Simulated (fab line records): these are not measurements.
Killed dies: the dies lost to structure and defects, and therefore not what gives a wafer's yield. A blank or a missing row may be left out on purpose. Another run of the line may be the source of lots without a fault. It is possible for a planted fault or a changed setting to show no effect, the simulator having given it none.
Which tool is to blame? + flow berkeleyCmos170 + 42 wafers from 14 lots sampled at 4 of the route's 331 steps

== WHAT EACH GAUGE READ, for each wafer ==
UCB170_V2_THK_MEAS_04. Usual: for V2_POLISHED_THK the level is 1000.5 nm and the standard deviation is 0.95.
| lot  | measured     | on           | V2_POLISHED_THK (nm) | flag |
|------|--------------|--------------|----------------------|------|
| L473 | day 8 11:01  | filmMetro-04 | 999.6 999.9 999.9    |      |
| L475 | day 9 02:29  | filmMetro-04 | 999.6 1000.9 1000.9  |      |
| L476 | day 9 06:18  | filmMetro-03 | 999.8 1000.4 1000.4  |      |
| L477 | day 9 06:35  | filmMetro-03 | 1000.0 999.8 999.9   |      |
| L479 | day 9 10:31  | filmMetro-01 | 1000.0 998.4 999.4   |      |
| L478 | day 9 12:17  | filmMetro-03 | 999.0 1000.5 999.9   |      |
| L482 | day 10 03:14 | filmMetro-03 | 1000.8 1001.2 1001.3 |      |
| L484 | day 10 10:26 | filmMetro-01 | 998.0 1001.4 1002.1  |      |
| L483 | day 10 14:24 | filmMetro-01 | 1000.3 1001.1 1001.8 |      |
| L485 | day 10 20:04 | filmMetro-04 | 1000.3 1001.1 1001.4 |      |
| L489 | day 11 11:10 | filmMetro-03 | 1001.1 1002.1 1002.0 |      |
| L486 | day 11 11:27 | filmMetro-04 | 1000.0 1000.7 999.1  |      |
| L496 | day 13 00:19 | filmMetro-03 | 1000.8 1000.5 999.3  |      |
| L495 | day 13 00:41 | filmMetro-01 | 1000.8 999.9 1001.2  |      |

UCB170_M3_CD_MEAS_90: target cd 700 nm. Usual: cdNm 699.1 nm, standard deviation 2.2.
| lot  | measured     | on       | cdNm (nm)         | flag |
|------|--------------|----------|-------------------|------|
| L473 | day 8 18:37  | cdSem-01 | 698.5 700.2 700.0 |      |
| L475 | day 9 07:07  | cdSem-02 | 696.0 698.0 699.5 |      |
| L476 | day 9 12:29  | cdSem-02 | 696.2 699.7 695.0 |      |
| L477 | day 9 12:31  | cdSem-01 | 699.9 700.4 697.1 |      |
| L479 | day 9 16:01  | cdSem-01 | 696.5 695.4 694.4 |      |
| L478 | day 9 18:13  | cdSem-02 | 701.5 701.8 699.1 |      |
| L482 | day 10 08:46 | cdSem-02 | 700.6 702.5 702.8 |      |
| L484 | day 10 15:28 | cdSem-01 | 695.8 695.7 695.4 |      |
| L483 | day 10 19:32 | cdSem-01 | 698.2 694.4 697.1 |      |
| L485 | day 11 00:26 | cdSem-02 | 701.8 700.1 700.7 |      |
| L496 | day 13 08:44 | cdSem-02 | 697.1 694.1 698.7 |      |
| L495 | day 13 08:59 | cdSem-02 | 702.6 701.6 697.2 |      |

== TOOL THAT RAN EACH LOT (tool first, then ch and the chambers of the sampled wafers, then the start) ==
| lot  | UCB170_SDANNEAL_RTA_01          | UCB170_V2_EXPOSE_09              |
|------|---------------------------------|----------------------------------|
| L473 | rtpAnneal-01 ch 0, day 7 16:36  | krfScanner-02 ch 0, day 8 12:01  |
| L475 | rtpAnneal-01 ch 0, day 8 08:30  | krfScanner-02 ch 0, day 9 03:20  |
| L476 | rtpAnneal-02 ch 0, day 8 08:57  | krfScanner-01 ch 0, day 9 07:08  |
| L477 | rtpAnneal-01 ch 0, day 8 09:08  | krfScanner-02 ch 0, day 9 07:34  |
| L479 | rtpAnneal-02 ch 0, day 8 19:49  | krfScanner-02 ch 0, day 9 11:43  |
| L478 | rtpAnneal-01 ch 0, day 8 19:59  | krfScanner-02 ch 0, day 9 13:17  |
| L482 | rtpAnneal-01 ch 0, day 9 08:50  | krfScanner-01 ch 0, day 10 04:04 |
| L484 | rtpAnneal-01 ch 0, day 9 18:30  | krfScanner-01 ch 0, day 10 11:25 |
| L483 | rtpAnneal-02 ch 0, day 9 19:07  | krfScanner-02 ch 0, day 10 15:33 |
| L485 | rtpAnneal-01 ch 0, day 10 03:45 | krfScanner-02 ch 0, day 10 21:06 |
| L489 | rtpAnneal-01 ch 0, day 10 18:37 | krfScanner-02, day 11 12:05      |
| L486 | rtpAnneal-02 ch 0, day 10 19:01 | krfScanner-02, day 11 12:13      |
| L496 | rtpAnneal-02 ch 0, day 12 05:35 | krfScanner-02 ch 0, day 13 01:14 |
| L495 | rtpAnneal-01 ch 0, day 12 05:46 | krfScanner-02 ch 0, day 13 01:22 |
- UCB170_SDANNEAL_RTA_01: time 5 s.
- UCB170_V2_EXPOSE_09: exposes mask VIA2, target cd 700 nm.

== WHAT THE TOOLS THEMSELVES READ (means of the sampled wafers that have a number; where no wafer has one, the mark that the record gives instead) ==
UCB170_SDANNEAL_RTA_01. Usual: lampPowerPct 37.63 %, standard deviation 0.2; wafer_temp_C_max 1055.7, standard deviation 1.4.
| lot  | tool         | lampPowerPct (%) | wafer_temp_C_max | flag |
|------|--------------|------------------|------------------|------|
| L473 | rtpAnneal-01 | 37.87            | 1054.2           |      |
| L475 | rtpAnneal-01 | 37.82            | 1054.7           |      |
| L476 | rtpAnneal-02 | 37.45            | 1056.8           |      |
| L477 | rtpAnneal-01 | 37.84            | 1054.2           |      |
| L479 | rtpAnneal-02 | 37.46            | 1056.3           |      |
| L478 | rtpAnneal-01 | 37.83            | 1054.9           |      |
| L482 | rtpAnneal-01 | 37.88            | 1054.2           |      |
| L484 | rtpAnneal-01 | 37.84            | 1055.4           |      |
| L483 | rtpAnneal-02 | 37.44            | 1056.3           |      |
| L485 | rtpAnneal-01 | 37.86            | 1054.9           |      |
| L489 | rtpAnneal-01 | 37.84            | 1054.1           |      |
| L486 | rtpAnneal-02 | 37.46            | 1056.3           |      |
| L496 | rtpAnneal-02 | 37.45            | 1057.4           |      |
| L495 | rtpAnneal-01 | 37.84            | 1055.1           |      |

UCB170_V2_EXPOSE_09. Usual: exposureDoseMJCm2 36.98, standard deviation 0.035; focusOffsetNm 0.1 nm, standard deviation 0.48.
| lot  | tool          | exposureDoseMJCm2 | focusOffsetNm (nm) | flag |
|------|---------------|-------------------|--------------------|------|
| L473 | krfScanner-02 | 36.98             | -0.2               |      |
| L475 | krfScanner-02 | 37.00             | -0.3               |      |
| L476 | krfScanner-01 | 36.97             | 0.6                |      |
| L477 | krfScanner-02 | 36.98             | -0.1               |      |
| L479 | krfScanner-02 | 36.97             | 0.3                |      |
| L478 | krfScanner-02 | 36.97             | -0.5               |      |
| L482 | krfScanner-01 | 37.00             | -0.2               |      |
| L484 | krfScanner-01 | 36.98             | 0.0                |      |
| L483 | krfScanner-02 | 36.98             | 0.6                |      |
| L485 | krfScanner-02 | 37.00             | 0.4                |      |
| L489 | krfScanner-02 | -                 | -                  | OFF  |
| L486 | krfScanner-02 | -                 | -                  | OFF  |
| L496 | krfScanner-02 | 36.99             | 0.4                |      |
| L495 | krfScanner-02 | 36.94             | -0.2               |      |

== THE ANSWER, worked out from the rows above alone ==
Rule: a lot is off if the mean of its wafers that have a number lies more than 3 standard deviations from the usual mean. A lot without any number at a reading at which 4 lots or more have one is off too. Any other lot the step has rows for is counted as sound. After the gauges, taken in route order, come the tools' own readings; for these a lot's mean is taken, as printed above. The first step at which some lot is off is used, and at that step the reading that is off furthest; a lot without a number counts as furthest.
Off: L489, L486, at UCB170_V2_EXPOSE_09 (exposureDoseMJCm2). Without a number there: L489, L486.
If a tool, at that step or one of the process steps before it, ran each lot that is off and ran no sound lot following the first of them, it fits. No candidate that was tried fits.

== WHAT HAD BEEN PUT IN BY THE SIMULATOR ==
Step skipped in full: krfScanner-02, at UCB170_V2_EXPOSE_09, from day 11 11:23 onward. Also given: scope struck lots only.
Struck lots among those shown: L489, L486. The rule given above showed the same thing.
